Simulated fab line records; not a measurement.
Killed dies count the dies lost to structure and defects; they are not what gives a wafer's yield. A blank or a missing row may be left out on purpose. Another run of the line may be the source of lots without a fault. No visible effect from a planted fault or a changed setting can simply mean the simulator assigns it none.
Which tool did it?    flow berkeley_cmos170    7 lots, 21 wafers sampled, at 3 steps of a route of 331

== WHAT THE GAUGES READ, wafer by wafer ==
UCB170_NWELL_TW_MEAS_16.
lot   measured     on             NWELL_TW
L324  day 2 08:52  film_metro-01  1230 1240 1240
L326  day 2 21:55  film_metro-02  1263 1259 1254
L328  day 3 08:48  film_metro-01  1246 1244 1247
L333  day 4 09:07  film_metro-02  1248 1241 1244
L336  day 5 03:28  film_metro-02  426 417 429 431 417 425
L343  day 6 13:12  film_metro-01  1248 1254 1258
L345  day 6 18:48  film_metro-03  1255 1252 1252

== TOOL THAT RAN EACH LOT (tool first, then ch and the chambers of the sampled wafers, then the start) ==
lot   UCB170_NWELL_DEVELOP_11           UCB170_NWELL_ETCH_13
L324  litho_track-02 ch 0, day 2 08:00  rie_diel-01 ch 0,1,3, day 2 08:30
L326  litho_track-02 ch 0, day 2 21:00  rie_diel-01 ch 0,1,3, day 2 21:33
L328  litho_track-02 ch 0, day 3 08:00  rie_diel-02 ch 0,1,2, day 3 08:26
L333  litho_track-02 ch 0, day 4 08:00  rie_diel-01 ch 0,1,3, day 4 08:45
L336  litho_track-02 ch 0, day 5 02:00  rie_diel-01 ch 0,1, day 5 03:07
L343  litho_track-01 ch 0, day 6 12:00  rie_diel-01 ch 2,3, day 6 12:51
L345  litho_track-04 ch 0, day 6 18:00  rie_diel-01 ch 0,1, day 6 18:26
- UCB170_NWELL_DEVELOP_11: develop time 45 s.
- UCB170_NWELL_ETCH_13: etches Si3N4 in CH3F/Ar/O2, stops on SiO2, target depth 246.4 nm, time 154 s.

== THE ANSWER, worked out from the rows above alone ==
Rule: the lots themselves supply what counts as usual. The widest of any qualifying gaps counts: lots, ordered by their means at a reading, are off when they make up no more than a third of the lots, leave a main group of 4 or more, and stand apart from it by 3 or more times the standard deviation of that group's means. A main group is skipped when, at the precision printed for the reading in the tables above, its means are all equal. Also off: a lot with no number at a reading for which 4 or more lots have one. The other lots that the step has rows for count as sound.
Off: L336, at UCB170_NWELL_TW_MEAS_16 (NWELL_TW). Mean 1249 and standard deviation 7.2 in the main group.
A tool fits if, at a process step before that reading, it ran every lot that is off, and no sound lot after the first of them. Those tools and the gauges at UCB170_NWELL_TW_MEAS_16 are tried in the same way. Undecided on this evidence; 2 tools fit (litho_track-02 at UCB170_NWELL_DEVELOP_11, film_metro-02 at UCB170_NWELL_TW_MEAS_16).

== WHAT THE SIMULATOR PUT IN ==
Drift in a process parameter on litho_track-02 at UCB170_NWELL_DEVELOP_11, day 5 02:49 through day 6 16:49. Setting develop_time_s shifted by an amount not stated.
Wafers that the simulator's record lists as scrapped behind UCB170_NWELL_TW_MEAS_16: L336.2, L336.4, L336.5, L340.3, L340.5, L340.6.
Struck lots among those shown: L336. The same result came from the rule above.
